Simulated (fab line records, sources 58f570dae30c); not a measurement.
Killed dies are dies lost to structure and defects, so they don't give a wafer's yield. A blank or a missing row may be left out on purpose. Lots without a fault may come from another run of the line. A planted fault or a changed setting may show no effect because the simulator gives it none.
fab line records | flow berkeley_cmos170
record lots=5 wafers=23
route steps=331 shown M1@238 M2@289 M3@327
start_h: hours from the record's first day to the start of the lot's first wafer shown | wait_h: hours since the lot's step before | " the same as in the row above | L1.1+2: a row that stands for several wafers | - no value, or no start given | * or withheld: withheld | < > ~ a bound
route shown NAME@n: a module of which the file shows steps, and the number in the route of the first | usual: mean/standard deviation of fault-free wafers | same: alike in all rows | chamber/n: place in a boat | sites: the reading at each site | _std_site: their standard deviation | _edge_site: outer sites' mean less inner sites' | radius_mm: how far each site lies from the wafer's centre | mask NAME#n: copy n | behind: the tool/chamber that last shaped the wafer | hold: why the lot was held/for how many hours/how that ended | device: the transistor (n, p or np) that didn't switch | end of line: the same wafers' tests at the end of the route | a step without rows: its recipe alone | killed: dies lost to structure and defects at the first sort, not the wafer's yield | map: a wafer's dies, x killed, . not, _ none there
set.NAME: the setting as run; set.NAME@STEP: as run at that earlier step | model.NAME: the simulator's own value behind a step, which no gauge read
lots whose settings were changed on purpose; a table a step, a row a wafer
## steps
# step UCB170_M1_SPUTTER_00
# recipe material=Al target_thk_nm=600 time_s=80 power_w=6000 chamber_pressure_pa=0.5
# columns lot.wafer tool chamber start_h wait_h set.time_s model.Al_of_M1_SPUTTER_00.thk_nm
L074.1 pvd_sputter-04 - 148.28 0.0 80 597.9
L074.2 " - " " 80 597.6
L074.3 " - " " 74.56 554
L074.4 " - " " 80 590.9
L074.5 " - " " 74.56 555.4
L076.1 pvd_sputter-01 - 152.32 0.0 76.76 558.7
L076.2 " - " " 76.76 567.5
L076.4 " - " " 80 589.3
L076.5 " - " " 80 582.7
L076.6 " - " " 80 595.2
L080.1 pvd_sputter-03 - 176.41 0.0 80 594.6
L080.2 " - " " 80 588.9
L080.6 " - " " 80 589.1
L083.1 pvd_sputter-01 - 194.22 0.0 84.07 632.1
L083.2 " - " " 80 601
L083.3 " - " " 80 600.3
L083.4 " - " " 80 601.6
L083.5 " - " " 84.07 636.3
L084.1 pvd_sputter-04 - 195.52 0.0 80 602.4
L084.2 " - " " 83.32 628.2
L084.4 " - " " 83.32 623.3
L084.5 " - " " 83.32 624.6
L084.6 " - " " 80 603.4
# step UCB170_M1_RS_MEAS_01
# recipe thk_meas_gauge=four-point-probe reads=Al_of_M1_SPUTTER_00
# usual M1_AL_RS=0.0489/0.00051
# columns lot.wafer tool chamber start_h wait_h set.time_s@M1_SPUTTER_00 M1_AL_RS[ohm/sq]
L074.1 film_metro-04 - 148.34 0.0 80 0.0487
L074.2 " - " " 80 0.0488
L074.3 " - " " 74.56 0.0527
L074.4 " - " " 80 0.0493
L074.5 " - " " 74.56 0.0527
L076.1 film_metro-04 - 152.38 0.0 76.76 0.0523
L076.2 " - " " 76.76 0.0514
L076.4 " - " " 80 0.0496
L076.5 " - " " 80 0.0501
L076.6 " - " " 80 0.0490
L080.1 film_metro-04 - 176.48 0.0 80 0.0491
L080.2 " - " " 80 0.0495
L080.6 " - " " 80 0.0495
L083.1 film_metro-02 - 194.28 0.0 84.07 0.0459
L083.2 " - " " 80 0.0485
L083.3 " - " " 80 0.0484
L083.4 " - " " 80 0.0483
L083.5 " - " " 84.07 0.0457
L084.1 film_metro-02 - 195.58 0.0 80 0.0483
L084.2 " - " " 83.32 0.0463
L084.4 " - " " 83.32 0.0466
L084.5 " - " " 83.32 0.0464
L084.6 " - " " 80 0.0482
# step UCB170_M1_THK_MEAS_02
# recipe thk_meas_gauge=xrf reads=Al_of_M1_SPUTTER_00
# usual M1_AL_THK=590/8.1
# columns lot.wafer tool chamber start_h wait_h set.time_s@M1_SPUTTER_00 M1_AL_THK[nm]
L074.1 film_metro-04 - 148.46 0.1 80 588
L074.2 " - " " 80 591
L074.3 " - " " 74.56 543
L074.4 " - " " 80 582
L074.5 " - " " 74.56 548
L076.1 film_metro-04 - 152.50 0.1 76.76 552
L076.2 " - " " 76.76 560
L076.4 " - " " 80 584
L076.5 " - " " 80 578
L076.6 " - " " 80 591
L080.1 film_metro-04 - 176.60 0.1 80 592
L080.2 " - " " 80 584
L080.6 " - " " 80 587
L083.1 film_metro-02 - 194.40 0.1 84.07 628
L083.2 " - " " 80 598
L083.3 " - " " 80 603
L083.4 " - " " 80 599
L083.5 " - " " 84.07 638
L084.1 film_metro-02 - 195.70 0.1 80 598
L084.2 " - " " 83.32 625
L084.4 " - " " 83.32 621
L084.5 " - " " 83.32 619
L084.6 " - " " 80 602
# step UCB170_M1_METAL_ETCH_12
# recipe chemistry=Cl2/BCl3 target=Al stop_on=PSG pressure_mtorr=12 target_depth_a=7800 over_etch_frac=0.3 time_s=130 icp_w=600 bias_w=120 Cl2_flow_sccm=90 bcl3_flow_sccm=45
# usual oes_product_au=0.854/0.009
# columns lot.wafer tool chamber start_h wait_h set.icp_w set.time_s@M1_SPUTTER_00 oes_product_au model.M1.feature_depth_nm model.etch.depth_nm
L074.1 rie_metal-03 0 149.56 - 600 80 0.866 636.4 597.9
L074.2 " 1 " " 659.3 80 0.862 639.6 597.6
L074.3 " 1 " " 600 74.56 0.822 - -
L074.4 " 0 " " 659.3 80 0.859 632.7 590.9
L074.5 " 1 " " 659.3 74.56 0.830 - -
L076.1 rie_metal-02 0 153.75 - 600 76.76 0.817 594.5 558.7
L076.2 " 0 " " 650.9 76.76 0.828 607.2 567.5
L076.4 " 0 " " 600 80 0.842 625.1 589.3
L076.5 " 0 " " 600 80 0.838 618.7 582.7
L076.6 " 0 " " 650.9 80 0.852 634.8 595.2
L080.1 rie_metal-02 0 178.21 - 600 80 0.849 630.4 594.6
L080.2 " 1 " " 600 80 0.840 626.6 588.9
L080.6 " 1 " " 600 80 0.848 626.8 589.1
L083.1 rie_metal-02 1 195.92 - 600 84.07 0.879 - -
L083.2 " 0 " " 600 80 0.853 636.8 601
L083.3 " 0 " " 600 80 0.849 636.2 600.3
L083.4 " 1 " " 600 80 0.856 639.9 601.6
L083.5 " 0 " " 600 84.07 0.874 - -
L084.1 rie_metal-03 0 197.34 - 579.2 80 0.872 638.9 602.4
L084.2 " 1 " " 600 83.32 0.887 666.1 628.2
L084.4 " 1 " " 579.2 83.32 0.880 660.1 623.3
L084.5 " 0 " " 600 83.32 0.877 662.4 624.6
L084.6 " 1 " " 600 80 0.864 641.4 603.4
# step UCB170_M2_METAL_ETCH_18
# recipe chemistry=Cl2/BCl3 target=Al stop_on=SiO2 pressure_mtorr=12 target_depth_a=11700 over_etch_frac=0.3 time_s=195 icp_w=600 bias_w=120 Cl2_flow_sccm=90 bcl3_flow_sccm=45
# usual oes_product_au=0.857/0.01
# columns lot.wafer tool chamber start_h wait_h set.time_s oes_product_au model.KrF_of_M2_COAT_10.thk_nm model.SiO2_of_V1_CVD_00.thk_nm
L074.1 rie_metal-01 1 160.34 - 195 0.836 222.6 940.3
L074.2 " 0 " " 195 0.840 223.4 940.2
L074.3 " 0 " " 195 0.847 222.6 938.2
L074.4 " 1 " " 195 0.848 237.7 942.2
L074.5 " 1 " " 195 0.839 229.2 941.8
L076.1 rie_metal-03 0 163.31 - 195 0.868 205.5 937
L076.2 " 1 " " 195 0.855 205.6 938.3
L076.4 " 0 " " 195 0.869 202.5 936.6
L076.5 " 1 " " 195 0.858 210.8 938.2
L076.6 " 0 " " 195 0.855 211.7 938.2
L080.1 rie_metal-04 1 192.57 - 195 0.854 201.6 936.4
L080.2 " 0 " " 195 0.857 194.1 938.7
L080.6 " 1 " " 195 0.855 210.7 937.3
L084.1 rie_metal-01 0 208.05 - 174 0.920 292.7 945.9
L084.2 " 1 " " 195 0.863 229.1 940.4
L084.4 " 0 " " 195 0.859 225.7 939.8
L084.5 " 0 " " 174 0.927 300.4 946
L084.6 " 1 " " 195 0.856 225.1 938.7
L083.1 rie_metal-03 0 208.33 - 178.8 0.905 264.4 943.4
L083.2 " 1 " " 195 0.866 205.4 936.6
L083.3 " 1 " " 178.8 0.897 260.9 943.6
L083.4 " 0 " " 178.8 0.929 261.3 943
L083.5 " 0 " " 195 0.872 208.4 938.2
# step UCB170_M2_STRIP_19
# recipe chemistry=O2 power_w=400 pressure_mtorr=3500 platen_temp_c=withheld o2_flow_sccm=400 overash_fraction=0.5
# usual oes_product_au=0.543/0.012
# columns lot.wafer tool chamber start_h wait_h set.time_s@M2_METAL_ETCH_18 oes_product_au
L074.1 plasma_asher-03 0 160.52 0.1 195 0.549
L074.2 " 1 " " 195 0.557
L074.3 " 1 " " 195 0.548
L074.4 " 0 " " 195 0.574
L074.5 " 0 " " 195 0.552
L076.1 plasma_asher-02 0 163.49 0.1 195 0.534
L076.2 " 1 " " 195 0.539
L076.4 " 0 " " 195 0.538
L076.5 " 0 " " 195 0.548
L076.6 " 1 " " 195 0.538
L080.1 plasma_asher-03 1 192.76 0.1 195 0.536
L080.2 " 0 " " 195 0.528
L080.6 " 0 " " 195 0.538
L084.1 plasma_asher-04 1 208.24 0.1 174 0.627
L084.2 " 0 " " 195 0.562
L084.4 " 0 " " 195 0.557
L084.5 " 1 " " 174 0.633
L084.6 " 0 " " 195 0.559
L083.1 plasma_asher-02 0 208.51 0.1 178.8 0.599
L083.2 " 1 " " 195 0.530
L083.3 " 1 " " 178.8 0.592
L083.4 " 0 " " 178.8 0.596
L083.5 " 0 " " 195 0.542
# step UCB170_M3_METAL_ETCH_18
# recipe chemistry=Cl2/BCl3 target=Al stop_on=SiO2 pressure_mtorr=12 target_depth_a=11700 over_etch_frac=0.3 time_s=195 icp_w=600 bias_w=120 Cl2_flow_sccm=90 bcl3_flow_sccm=45
# columns lot.wafer tool chamber start_h wait_h set.icp_w model.KrF_of_M3_COAT_10.thk_nm
L074.1+3 rie_metal-02 0 165.66 - 600 232.9
L074.2 " 0 " " 600 230.7
L074.4 " 0 " " 600 232.7
L074.5 " 0 " " 600 237.7
L076.1 rie_metal-04 1 170.82 - 600 203.8
L076.2 " 0 " " 600 194
L076.4 " 0 " " 600 193.8
L076.5 " 0 " " 551.2 251.2
L076.6 " 1 " " 551.2 247.8
L080.1 rie_metal-02 0 198.23 - 600 236.8
L080.2 " 1 " " 600 194.1
L080.6 " 1 " " 600 193.7
L083.1 rie_metal-04 0 214.39 - 600 206.6
L083.2 " 1 " " 600 206.4
L083.3 " 1 " " 600 199.7
L083.4+5 " 0 " " 600 201
L084.1 rie_metal-02 1 214.63 - 600 196.4
L084.2 " 1 " " 539.1 256.8
L084.4 " 1 " " 600 196.5
L084.5 " 1 " " 600 197.1
L084.6 " 1 " " 539.1 257.9
# step UCB170_M3_STRIP_19
# recipe chemistry=O2 power_w=400 pressure_mtorr=3500 platen_temp_c=withheld o2_flow_sccm=400 overash_fraction=0.5
# usual oes_product_au=0.540/0.016
# columns lot.wafer tool chamber start_h wait_h set.icp_w@M3_METAL_ETCH_18 oes_product_au
L074.1 plasma_asher-02 1 166.03 0.3 600 0.560
L074.2 " 0 " " 600 0.567
L074.3 " 1 " " 600 0.571
L074.4 " 0 " " 600 0.566
L074.5 " 1 " " 600 0.563
L076.1 plasma_asher-02 0 171.01 0.1 600 0.532
L076.2 " 1 " " 600 0.518
L076.4 " 0 " " 600 0.527
L076.5 " 1 " " 551.2 0.585
L076.6 " 0 " " 551.2 0.575
L080.1 plasma_asher-04 1 198.42 0.1 600 0.565
L080.2 " 0 " " 600 0.522
L080.6 " 1 " " 600 0.525
L083.1 plasma_asher-02 0 214.58 0.1 600 0.537
L083.2 " 1 " " 600 0.539
L083.3 " 1 " " 600 0.529
L083.4 " 0 " " 600 0.531
L083.5 " 1 " " 600 0.530
L084.1 plasma_asher-04 1 215.01 0.3 600 0.530
L084.2 " 0 " " 539.1 0.596
L084.4 " 1 " " 600 0.520
L084.5 " 0 " " 600 0.518
L084.6 " 1 " " 539.1 0.598
## key
split step=UCB170_M1_SPUTTER_00 setting=time_s stated=80 by=wafer
response step=UCB170_M1_SPUTTER_00 reading=model.Al_of_M1_SPUTTER_00.thk_nm change=+6.1 per=1% r=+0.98
response step=UCB170_M1_RS_MEAS_01 reading=M1_AL_RS change=-0.000526 per=1% r=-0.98
response step=UCB170_M1_THK_MEAS_02 reading=M1_AL_THK change=+6.22 per=1% r=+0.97
response step=UCB170_M1_METAL_ETCH_12 reading=oes_product_au change=+0.00486 per=1% r=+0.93
response step=UCB170_M1_METAL_ETCH_12 reading=model.M1.feature_depth_nm change=+5.86 per=1% r=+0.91
response step=UCB170_M1_METAL_ETCH_12 reading=model.etch.depth_nm change=+5.9 per=1% r=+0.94
split step=UCB170_M1_METAL_ETCH_12 setting=icp_w stated=600 by=wafer
response none clear
split step=UCB170_M2_METAL_ETCH_18 setting=time_s stated=195 by=wafer
response step=UCB170_M2_METAL_ETCH_18 reading=oes_product_au change=-0.00561 per=1% r=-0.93
response step=UCB170_M2_METAL_ETCH_18 reading=model.KrF_of_M2_COAT_10.thk_nm change=-6.55 per=1% r=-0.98
response step=UCB170_M2_METAL_ETCH_18 reading=model.SiO2_of_V1_CVD_00.thk_nm change=-0.628 per=1% r=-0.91
response step=UCB170_M2_STRIP_19 reading=oes_product_au change=-0.0068 per=1% r=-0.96
split step=UCB170_M3_METAL_ETCH_18 setting=icp_w stated=600 by=wafer
response step=UCB170_M3_METAL_ETCH_18 reading=model.KrF_of_M3_COAT_10.thk_nm change=-6.15 per=1% r=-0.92
response step=UCB170_M3_STRIP_19 reading=oes_product_au change=-0.0071 per=1% r=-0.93
